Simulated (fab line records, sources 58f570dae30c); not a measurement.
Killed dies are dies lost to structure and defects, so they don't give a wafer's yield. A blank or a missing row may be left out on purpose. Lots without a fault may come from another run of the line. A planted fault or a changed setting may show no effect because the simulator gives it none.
fab line records | flow berkeley_cmos170 | part 1 of 2: steps 1 to 35 of 44
record lots=7 wafers=21 last_day=12
route steps=331 shown V1@260 M2@271 V2@292 M3@331
lots that met no fault: from a run of the same line without faults
start_h: hours from the record's first day to the start of the lot's first wafer shown | wait_h: hours since the lot's step before | " the same as in the row above | L1.1+2: a row that stands for several wafers | - no value, or no start given | * or withheld: withheld | < > ~ a bound
route shown NAME@n: a module of which the file shows steps, and the number in the route of the first | usual: mean/standard deviation of fault-free wafers | same: alike in all rows | chamber/n: place in a boat | sites: the reading at each site | _std_site: their standard deviation | _edge_site: outer sites' mean less inner sites' | radius_mm: how far each site lies from the wafer's centre | mask NAME#n: copy n | behind: the tool/chamber that last shaped the wafer | hold: why the lot was held/for how many hours/how that ended | device: the transistor (n, p or np) that didn't switch | end of line: the same wafers' tests at the end of the route | a step without rows: its recipe alone | killed: dies lost to structure and defects at the first sort, not the wafer's yield | map: a wafer's dies, x killed, . not, _ none there
set.NAME: the setting as run; set.NAME@STEP: as run at that earlier step | model.NAME: the simulator's own value behind a step, which no gauge read
lots at some steps of the route; a table a step, a row a wafer
services: from which hour (start_h, from the record's first day; less than 0 if before it) a tool's chamber was out of use, for how many hours, and why
## steps
# step UCB170_V1_HMDS_06
# recipe prime_time_s=60 prime_temp_c=100
# step UCB170_V1_COAT_07
# recipe resist=KrF spin_rpm=1500 resist_thk_nm=900
# step UCB170_V1_SOFTBAKE_08
# recipe resist=KrF temp_c=130 time_s=60
# step UCB170_V1_EXPOSE_09
# recipe mask_id=VIA1 target_cd_nm=700 na=0.5 sigma_outer=0.6 source_shape=conventional dose_mj=37
# step UCB170_V1_PEB_10
# recipe peb_temp_c=130 peb_time_s=withheld resist=KrF
# step UCB170_V1_DEVELOP_11
# recipe developer=TMAH develop_time_s=45 resist=KrF dev_temp_c=21
# step UCB170_V1_CD_MEAS_12
# recipe target_cd_nm=700
# usual cd_nm=700.1/1.1
# columns lot.wafer tool chamber start_h wait_h cd_nm
L595.1 cd_sem-02 - 192.87 - 700.2
L595.2 " - " " 701.4
L595.5 " - " " 699.7
L596.2 cd_sem-02 - 196.58 - 699.0
L596.4 " - " " 699.5
L596.6 " - " " 700.2
L604.1 cd_sem-02 - 245.06 - 700.4
L604.4 " - " " 700.5
L604.5 " - " " 700.2
L606.2 cd_sem-02 - 246.55 - 698.9
L606.4 " - " " 700.4
L606.5 " - " " 700.4
L608.2 cd_sem-02 - 260.49 - 701.5
L608.3 " - " " 702.0
L608.5 " - " " 699.9
L612.3 cd_sem-01 - 272.73 - 699.6
L612.4 " - " " 699.8
L612.5 " - " " 699.7
L614.1 cd_sem-01 - 282.14 - 700.8
L614.3 " - " " 700.0
L614.4 " - " " 701.7
# step UCB170_V1_OVL_MEAS_13
# usual V1_OVL=4/4.8
# columns lot.wafer tool chamber start_h wait_h V1_OVL[nm]
L595.1 overlay-01 - 192.99 0.1 5
L595.2 " - " " 5
L595.5 " - " " 2
L596.2 overlay-01 - 196.69 0.1 3
L596.4 " - " " 11
L596.6 " - " " -4
L604.1 overlay-02 - 245.18 0.1 5
L604.4 " - " " 9
L604.5 " - " " 4
L606.2 overlay-02 - 246.65 0.1 5
L606.4 " - " " 0
L606.5 " - " " 9
L608.2 overlay-02 - 260.60 0.1 5
L608.3 " - " " 2
L608.5 " - " " 4
L612.3 overlay-01 - 272.82 0.1 4
L612.4 " - " " 13
L612.5 " - " " -4
L614.1 overlay-02 - 282.26 0.1 -1
L614.3 " - " " -3
L614.4 " - " " 4
# step UCB170_V1_ETCH_14
# recipe chemistry=CHF3/CF4/Ar target=SiO2 stop_on=Al CHF3_flow_sccm=45 cf4_flow_sccm=15 Ar_flow_sccm=150 pressure_mtorr=200 rf_w=700 target_depth_a=12500 over_etch_frac=0.25 time_s=291
# step UCB170_V1_STRIP_15
# recipe chemistry=O2 power_w=400 pressure_mtorr=3500 platen_temp_c=withheld o2_flow_sccm=400 overash_fraction=0.5
# step UCB170_V1_CD_MEAS_90
# recipe target_cd_nm=700
# usual cd_nm=700.0/1.2
# columns lot.wafer tool chamber start_h wait_h cd_nm
L595.1 cd_sem-01 - 193.30 0.1 700.1
L595.2 " - " " 701.5
L595.5 " - " " 699.1
L596.2 cd_sem-01 - 197.01 0.1 699.6
L596.4 " - " " 699.3
L596.6 " - " " 700.5
L604.1 cd_sem-02 - 245.49 0.1 698.7
L604.4 " - " " 700.2
L604.5 " - " " 699.1
L606.2 cd_sem-01 - 246.98 0.1 698.4
L606.4 " - " " 699.5
L606.5 " - " " 699.1
L608.2 cd_sem-01 - 260.92 0.1 701.5
L608.3 " - " " 702.2
L608.5 " - " " 699.1
L612.3 cd_sem-01 - 273.17 0.1 699.7
L612.4 " - " " 699.5
L612.5 " - " " 699.2
L614.1 cd_sem-01 - 282.58 0.1 701.4
L614.3 " - " " 700.6
L614.4 " - " " 702.2
# step UCB170_M2_PRE_CLEAN_00
# recipe gas=Ar preclean_etch_time_s=60
# step UCB170_M2_SPUTTER_01
# recipe material=Al target_thk_nm=900 time_s=120 power_w=6000 chamber_pressure_pa=0.5
# usual throttle_valve_pct=29.7/0.97
# columns lot.wafer tool chamber start_h wait_h throttle_valve_pct model.Al_of_M2_SPUTTER_01.thk_nm
L595.1 pvd_sputter-01 - 193.49 0.0 31.6 887.1
L595.2 " - " " 31.5 880.7
L595.5 " - " " 31.7 892.6
L596.2 pvd_sputter-04 - 197.18 0.0 29.7 898.9
L596.4 " - " " 29.6 891.8
L596.6 " - " " 29.7 897.3
L604.1 pvd_sputter-04 - 245.68 0.0 29.3 267.1
L604.4 " - " " 29.8 259.1
L604.5 " - " " 29.4 259.9
L606.2 pvd_sputter-04 - 247.15 0.0 29.4 251.7
L606.4 " - " " 29.7 251
L606.5 " - " " 29.3 247.6
L608.2 pvd_sputter-04 - 261.09 0.0 29.9 264.2
L608.3 " - " " 29.1 260.1
L608.5 " - " " 29.7 253.3
L612.3 pvd_sputter-01 - 273.31 0.0 29.2 907.9
L612.4 " - " " 28.8 910
L612.5 " - " " 29.1 910.6
L614.1 pvd_sputter-01 - 282.76 0.0 28.8 905.7
L614.3 " - " " 31.7 908.8
L614.4 " - " " 31.7 909.7
# step UCB170_M2_RS_MEAS_02
# recipe thk_meas_gauge=four-point-probe reads=Al_of_M2_SPUTTER_01
# usual M2_AL_RS=0.0322/0.00039
# columns lot.wafer tool chamber start_h wait_h M2_AL_RS[ohm/sq]
L595.1 film_metro-02 - 193.57 0.0 0.0327
L595.2 " - " " 0.0330
L595.5 " - " " 0.0324
L596.2 film_metro-03 - 197.28 0.1 0.0322
L596.4 " - " " 0.0325
L596.6 " - " " 0.0323
L604.1 film_metro-04 - 245.76 0.1 0.1113
L604.4 " - " " 0.1152
L604.5 " - " " 0.1150
L606.2 film_metro-03 - 247.25 0.1 0.1187
L606.4 " - " " 0.1190
L606.5 " - " " 0.1209
L608.2 film_metro-02 - 261.19 0.1 0.1128
L608.3 " - " " 0.1148
L608.5 " - " " 0.1179
L612.3 film_metro-02 - 273.44 0.1 0.0319
L612.4 " - " " 0.0318
L612.5 " - " " 0.0318
L614.1 film_metro-02 - 282.85 0.0 0.0320
L614.3 " - " " 0.0319
L614.4 " - " " 0.0318
# step UCB170_M2_THK_MEAS_03
# recipe thk_meas_gauge=xrf reads=Al_of_M2_SPUTTER_01
# usual M2_AL_THK=919/12
# columns lot.wafer tool chamber start_h wait_h M2_AL_THK[nm]
L595.1 film_metro-02 - 193.69 0.1 896
L595.2 " - " " 890
L595.5 " - " " 904
L596.2 film_metro-03 - 197.39 0.1 916
L596.4 " - " " 906
L596.6 " - " " 912
L604.1 film_metro-04 - 245.88 0.1 273
L604.4 " - " " 266
L604.5 " - " " 266
L606.2 film_metro-03 - 247.36 0.1 257
L606.4 " - " " 257
L606.5 " - " " 254
L608.2 film_metro-02 - 261.30 0.1 269
L608.3 " - " " 266
L608.5 " - " " 258
L612.3 film_metro-02 - 273.54 0.1 922
L612.4 " - " " 925
L612.5 " - " " 929
L614.1 film_metro-02 - 282.97 0.1 922
L614.3 " - " " 925
L614.4 " - " " 925
# step UCB170_M2_HMDS_04
# recipe prime_time_s=60 prime_temp_c=100
# step UCB170_M2_COAT_05
# recipe resist=KrF spin_rpm=1500 resist_thk_nm=900
# step UCB170_M2_SOFTBAKE_06
# recipe resist=KrF temp_c=130 time_s=60
# step UCB170_M2_STRIP_07
# recipe chemistry=O2 power_w=400 pressure_mtorr=3500 platen_temp_c=withheld o2_flow_sccm=400 overash_fraction=0.5
# usual drypump_motor_current_A=5.6/0.61 oes_product_au=0.734/0.004 strip_time_to_endpoint_s=21.94/0.056
# columns lot.wafer tool chamber start_h wait_h drypump_motor_current_A oes_product_au rf_hours_counter_h strip_time_to_endpoint_s
L595.1 plasma_asher-02 1 194.89 0.1 6.0 0.735 47 21.93
L595.2 " 0 " " 5.2 0.736 47 21.94
L595.5 " 1 " " 6.0 0.740 - 21.89
L596.2 plasma_asher-01 1 197.89 0.1 5.5 0.739 43 21.88
L596.4 " 0 " " 6.6 0.735 - 21.89
L596.6 " 1 " " 5.5 0.735 - 21.82
L604.1 plasma_asher-04 1 246.72 0.2 4.7 0.743 53 21.93
L604.4 " 0 " " 6.1 0.735 - 21.93
L604.5 " 1 " " 4.7 0.739 - 21.99
L606.2 plasma_asher-01 0 248.03 0.1 6.6 0.740 49 21.86
L606.4 " 0 " " 6.6 0.732 - 21.95
L606.5 " 0 " " 6.6 0.732 - 21.86
L608.2 plasma_asher-02 1 262.10 0.1 6.0 0.733 56 21.98
L608.3 " 1 " " 6.0 0.732 - 21.91
L608.5 " 1 " " 6.0 0.739 - 22.03
L612.3 plasma_asher-02 0 274.68 0.1 5.1 0.731 - 22.00
L612.4 " 1 " " 6.0 0.734 - 21.98
L612.5 " 1 " " 6.0 0.733 - 22.01
L614.1 plasma_asher-01 1 283.48 0.1 5.5 0.743 54 21.84
L614.3 " 1 " " 5.5 0.733 - 21.85
L614.4 " 0 " " 6.6 0.737 - 21.80
# step UCB170_M2_STRIP_08
# recipe chemistry=DMSO temp_c=80 time_s=600 material=KrF
# step UCB170_M2_COAT_09
# recipe resist=BARC temp_c=withheld time_s=withheld spin_rpm=3000 resist_thk_nm=withheld
# step UCB170_M2_COAT_10
# recipe resist=KrF spin_rpm=1500 resist_thk_nm=900
# step UCB170_M2_SOFTBAKE_11
# recipe resist=KrF temp_c=130 time_s=60
# step UCB170_M2_EXPOSE_12
# recipe mask_id=METAL2 target_cd_nm=700 na=0.5 sigma_outer=0.6 source_shape=conventional dose_mj=26
# step UCB170_M2_PEB_13
# recipe peb_temp_c=130 peb_time_s=withheld resist=KrF
# step UCB170_M2_DEVELOP_14
# recipe developer=TMAH develop_time_s=45 resist=KrF dev_temp_c=21
# step UCB170_M2_CD_MEAS_15
# recipe target_cd_nm=700
# usual cd_nm=699.6/1.4
# columns lot.wafer tool chamber start_h wait_h cd_nm
L595.1 cd_sem-01 - 200.52 - 698.9
L595.2 " - " " 698.8
L595.5 " - " " 698.3
L596.2 cd_sem-01 - 201.16 - 700.5
L596.4 " - " " 698.7
L596.6 " - " " 699.6
L604.1 cd_sem-02 - 248.10 - 699.7
L604.4 " - " " 699.6
L604.5 " - " " 698.8
L606.2 cd_sem-01 - 249.29 - 701.4
L606.4 " - " " 701.0
L606.5 " - " " 700.1
L608.2 cd_sem-02 - 263.51 - 698.2
L608.3 " - " " 700.4
L608.5 " - " " 698.6
L612.3 cd_sem-01 - 276.46 - 699.1
L612.4 " - " " 698.2
L612.5 " - " " 700.4
L614.1 cd_sem-02 - 285.11 - 698.6
L614.3 " - " " 699.6
L614.4 " - " " 699.1
# step UCB170_M2_OVL_MEAS_16
# usual M2_OVL=3/5.3
# columns lot.wafer tool chamber start_h wait_h M2_OVL[nm]
L595.1 overlay-01 - 200.64 0.1 4
L595.2 " - " " 9
L595.5 " - " " 10
L596.2 overlay-02 - 201.27 0.1 16
L596.4 " - " " 16
L596.6 " - " " 12
L604.1 overlay-01 - 248.22 0.1 3
L604.4 " - " " -5
L604.5 " - " " -6
L606.2 overlay-01 - 249.40 0.1 0
L606.4 " - " " 3
L606.5 " - " " 7
L608.2 overlay-02 - 263.61 0.1 7
L608.3 " - " " -5
L608.5 " - " " 1
L612.3 overlay-02 - 276.55 0.1 6
L612.4 " - " " 0
L612.5 " - " " 5
L614.1 overlay-01 - 285.23 0.1 3
L614.3 " - " " 5
L614.4 " - " " 1
# step UCB170_M2_ETCH_17
# recipe chemistry=N2/H2 target_depth_a=withheld overetch_a=withheld target=BARC time_s=withheld source_w=500 bias_w=100 pressure_mtorr=30 n2_flow_sccm=100 h2_flow_sccm=200
# usual drypump_motor_current_A=5.8/0.55 h2_flow_sccm=200.1/0.59 oes_product_au=0.997/0.014 throttle_valve_pct=13.27/0.18
# columns lot.wafer tool chamber start_h wait_h drypump_motor_current_A h2_flow_sccm oes_product_au throttle_valve_pct
L595.1 rie_diel-04 1 200.67 0.0 5.0 200.6 0.993 13.50
L595.2 " 0 " " 5.4 199.5 1.003 13.42
L595.5 " 0 " " 5.4 199.6 0.999 13.45
L596.2 rie_diel-01 0 201.30 0.0 5.0 200.1 0.977 13.47
L596.4 " 2 " " 6.8 200.0 1.003 12.94
L596.6 " 3 " " 6.1 199.6 1.024 13.36
L604.1 rie_diel-04 2 248.25 0.0 6.0 200.3 0.989 13.03
L604.4 " 0 " " 5.4 200.1 0.997 13.43
L604.5 " 1 " " 5.1 199.6 1.003 13.51
L606.2 rie_diel-04 2 249.43 0.0 6.0 200.8 0.997 13.03
L606.4 " 1 " " 5.0 200.6 1.002 13.49
L606.5 " 0 " " 5.4 199.3 1.006 13.43
L608.2 rie_diel-01 1 263.64 0.0 5.9 199.5 0.996 13.29
L608.3 " 3 " " 6.1 199.6 1.014 13.37
L608.5 " 0 " " 5.1 200.6 0.973 13.45
L612.3 rie_diel-04 3 276.58 0.0 6.0 200.3 0.982 13.23
L612.4 " 1 " " 5.0 199.6 0.994 13.51
L612.5 " 0 " " 5.4 199.9 1.000 13.43
L614.1 rie_diel-01 0 285.27 0.0 5.1 201.2 0.976 13.45
L614.3 " 1 " " 5.9 201.7 0.997 13.29
L614.4 " 3 " " 6.1 200.9 1.016 13.37
# step UCB170_M2_METAL_ETCH_18
# recipe chemistry=Cl2/BCl3 target=Al stop_on=SiO2 pressure_mtorr=12 target_depth_a=11700 over_etch_frac=0.3 time_s=195 icp_w=600 bias_w=120 Cl2_flow_sccm=90 bcl3_flow_sccm=45
# usual drypump_motor_current_A=5.8/0.34 mfc_cl2_sccm=89.93/0.25 oes_product_au=0.858/0.016 throttle_valve_pct=24.41/0.23
# columns lot.wafer tool chamber start_h wait_h drypump_motor_current_A mfc_cl2_sccm oes_product_au rf_hours_counter_h throttle_valve_pct
L595.1 rie_metal-04 0 200.74 - 5.7 89.47 0.865 12 24.52
L595.2 " 1 " " 6.2 89.80 0.844 11 24.56
L595.5 " 1 " " 6.2 89.42 0.846 - 24.56
L596.2 rie_metal-04 1 201.34 - 6.2 90.14 0.844 11 24.56
L596.4 " 1 " " 6.2 90.04 0.842 - 24.55
L596.6 " 0 " " 5.7 89.71 0.880 - 24.50
L604.1 rie_metal-04 0 248.29 - 5.8 89.45 0.526 14 24.66
L604.4 " 0 " " 5.7 89.85 0.521 - 24.67
L604.5 " 1 " " 6.2 89.80 0.511 - 24.73
L606.2 rie_metal-04 1 249.47 - 6.2 90.08 0.511 13 24.72
L606.4 " 0 " " 5.8 90.15 0.519 - 24.66
L606.5 " 1 " " 6.2 90.52 0.499 - 24.73
L608.2 rie_metal-01 1 263.68 - 5.5 89.58 0.534 7 24.09
L608.3 " 0 " " 5.5 89.99 0.505 - 24.63
L608.5 " 1 " " 5.5 89.85 0.529 - 24.12
L612.3 rie_metal-01 0 276.68 - 5.5 90.16 0.849 - 24.46
L612.4 " 1 " " 5.6 89.97 0.887 - 23.93
L612.5 " 1 " " 5.5 89.81 0.876 - 23.95
L614.1 rie_metal-01 1 285.31 - 5.5 90.08 0.888 8 23.93
L614.3 " 1 " " 5.6 90.04 0.887 - 23.93
L614.4 " 0 " " 5.5 89.96 0.843 - 24.47
# step UCB170_M2_STRIP_19
# recipe chemistry=O2 power_w=400 pressure_mtorr=3500 platen_temp_c=withheld o2_flow_sccm=400 overash_fraction=0.5
# usual drypump_motor_current_A=5.6/0.61 oes_product_au=0.540/0.01
# columns lot.wafer tool chamber start_h wait_h drypump_motor_current_A oes_product_au rf_hours_counter_h
L595.1 plasma_asher-01 0 200.93 0.1 6.5 0.521 43
L595.2 " 1 " " 5.5 0.527 43
L595.5 " 1 " " 5.5 0.549 -
L596.2 plasma_asher-01 1 201.53 0.1 5.5 0.540 44
L596.4 " 0 " " 6.6 0.541 -
L596.6 " 1 " " 5.5 0.527 -
L604.1 plasma_asher-04 0 248.48 0.1 6.1 0.523 53
L604.4 " 1 " " 4.7 0.533 -
L604.5 " 0 " " 6.1 0.545 -
L606.2 plasma_asher-02 1 249.66 0.1 6.0 0.538 54
L606.4 " 1 " " 6.0 0.524 -
L606.5 " 1 " " 6.0 0.532 -
L608.2 plasma_asher-02 1 263.87 0.1 6.0 0.550 56
L608.3 " 0 " " 5.1 0.542 -
L608.5 " 0 " " 5.1 0.541 -
L612.3 plasma_asher-02 1 276.84 0.1 6.0 0.526 -
L612.4 " 0 " " 5.1 0.538 -
L612.5 " 1 " " 6.0 0.538 -
L614.1 plasma_asher-02 0 285.50 0.1 5.1 0.533 59
L614.3 " 0 " " 5.1 0.535 -
L614.4 " 1 " " 6.0 0.534 -
# step UCB170_M2_CD_MEAS_90
# recipe target_cd_nm=700
# usual cd_nm=698.5/2.1
# columns lot.wafer tool chamber start_h wait_h cd_nm
L595.1 cd_sem-02 - 201.11 0.1 697.3
L595.2 " - " " 697.7
L595.5 " - " " 699.2
L596.2 cd_sem-01 - 201.65 0.1 700.2
L596.4 " - " " 700.9
L596.6 " - " " 697.0
L604.1 cd_sem-02 - 248.58 0.1 694.7
L604.4 " - " " 695.0
L604.5 " - " " 699.2
L606.2 cd_sem-01 - 249.78 0.1 700.9
L606.4 " - " " 697.3
L606.5 " - " " 697.5
L608.2 cd_sem-01 - 263.99 0.1 698.9
L608.3 " - " " 701.9
L608.5 " - " " 696.1
L612.3 cd_sem-02 - 276.95 0.1 695.2
L612.4 " - " " 696.1
L612.5 " - " " 697.2
L614.1 cd_sem-02 - 285.60 0.1 697.5
L614.3 " - " " 699.4
L614.4 " - " " 698.7
# step UCB170_V2_CVD_00
# recipe material=SiO2 target_thk_nm=2000 temp_c=390 precursor=TEOS/O2 time_s=250 rf_w=550 pressure_mtorr=9000
# usual heater_power_w=248/45
# columns lot.wafer tool chamber start_h wait_h heater_power_w
L595.1 pecvd-04 1 201.23 0.1 268
L595.2 " 2 " " 322
L595.5 " 1 " " 211
L596.2 pecvd-04 1 201.75 0.1 267
L596.4 " 2 " " 243
L596.6 " 1 " " 205
L604.1 pecvd-02 2 248.70 0.1 235
L604.4 " 0 " " 343
L604.5 " 2 " " 293
L606.2 pecvd-01 0 249.88 0.1 273
L606.4 " 0 " " 208
L606.5 " 2 " " 305
L608.2 pecvd-01 0 264.09 0.1 205
L608.3 " 0 " " 274
L608.5 " 2 " " 277
L612.3 pecvd-02 2 277.03 0.1 261
L612.4 " 2 " " 207
L612.5 " 0 " " 256
L614.1 pecvd-01 2 285.72 0.1 211
L614.3 " 1 " " 241
L614.4 " 1 " " 162
# step UCB170_V2_THK_MEAS_01
# recipe reads=SiO2_of_V2_CVD_00
# usual V2_TEOS_THK=1996/24
# columns lot.wafer tool chamber start_h wait_h V2_TEOS_THK[nm]
L595.1 film_metro-02 - 201.39 0.1 2000
L595.2 " - " " 1956
L595.5 " - " " 2010
L596.2 film_metro-01 - 201.91 0.1 1994
L596.4 " - " " 2010
L596.6 " - " " 1985
L604.1 film_metro-01 - 248.86 0.1 1962
L604.4 " - " " 2014
L604.5 " - " " 1970
L606.2 film_metro-01 - 250.04 0.1 1956
L606.4 " - " " 2002
L606.5 " - " " 2000
L608.2 film_metro-02 - 264.33 0.2 2002
L608.3 " - " " 2035
L608.5 " - " " 2049
L612.3 film_metro-03 - 277.20 0.1 1975
L612.4 " - " " 2003
L612.5 " - " " 2007
L614.1 film_metro-03 - 285.87 0.1 1965
L614.3 " - " " 1994
L614.4 " - " " 1995
# step UCB170_V2_CMP_02
# recipe material=SiO2 down_force_psi=6 platen_rpm=60 pad_velocity_m_s=0.75398
# usual motor_current_A=15.7/1.2 slurry_filter_dp_kPa=13.49/0.12
# columns lot.wafer tool chamber start_h wait_h motor_current_A slurry_filter_dp_kPa
L595.1 cmp-01 2 201.75 0.3 15.4 13.44
L595.2 " 3 " " 13.6 13.36
L595.5 " 1 " " 16.8 13.53
L596.2 cmp-01 0 202.40 0.5 16.1 13.53
L596.4 " 1 " " 17.6 13.35
L596.6 " 2 " " 15.5 13.43
L604.1 cmp-01 3 249.02 0.1 13.8 13.40
L604.4 " 0 " " 15.4 13.48
L604.5 " 2 " " 16.1 13.40
L606.4 cmp-02 1 250.14 0.1 14.5 13.54
L606.2 " 3 " " 16.1 13.50
L606.5 " 1 " " 15.1 13.52
L608.3 cmp-02 1 264.38 0.0 14.5 13.57
L608.2 " 3 " " 18.4 13.55
L608.5 " 2 " " 16.0 13.43
L612.3 cmp-01 0 277.24 0.0 15.6 13.32
L612.4 " 3 " " 14.6 13.62
L612.5 " 0 " " 15.3 13.45
L614.3 cmp-02 3 285.98 0.1 16.6 13.46
L614.1 " 0 " " 14.0 13.51
L614.4 " 1 " " 14.8 13.37
## key
first_sign step=UCB170_M2_RS_MEAS_02 reading=M2_AL_RS direction=up sigmas=99+ usual=0.0322 struck=0.1162
effect step=UCB170_M2_THK_MEAS_03 reading=M2_AL_THK direction=down sigmas=54 usual=919 struck=263
effect step=UCB170_M2_METAL_ETCH_18 reading=oes_product_au direction=down sigmas=21 usual=0.858 struck=0.517
model_effect step=UCB170_M2_SPUTTER_01 value=Al_of_M2_SPUTTER_01.thk_nm without=908.2 struck=257.1
model_effect step=UCB170_V2_ETCH_14 value=Al_of_M2_SPUTTER_01.thk_nm without=909.3 struck=258.2
model_effect step=UCB170_M3_PROBE_99 value=etest.antenna_m2.gate_log10_a_cm2 without=-7.381 struck=-6.756
met_at UCB170_M2_SPUTTER_01
struck_wafers L604.1,L604.4,L604.5,L606.2,L606.4,L606.5,L608.2,L608.3,L608.5
sort_left_out L604.1,L604.4,L604.5,L606.2,L606.4,L606.5,L608.2,L608.3,L608.5
onset_between 197.18 245.68
fault kind=process_parameter_drift tool=pvd_sputter-04 chamber=- onset_h=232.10 steps=UCB170_M2_SPUTTER_01 channel=time_s offset=* shape=step end_h=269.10 acts_in=* stated=*
# sort_left_out: the simulated sort isn't trusted on such a fault, so these wafers' sort isn't shown, and their yield isn't known
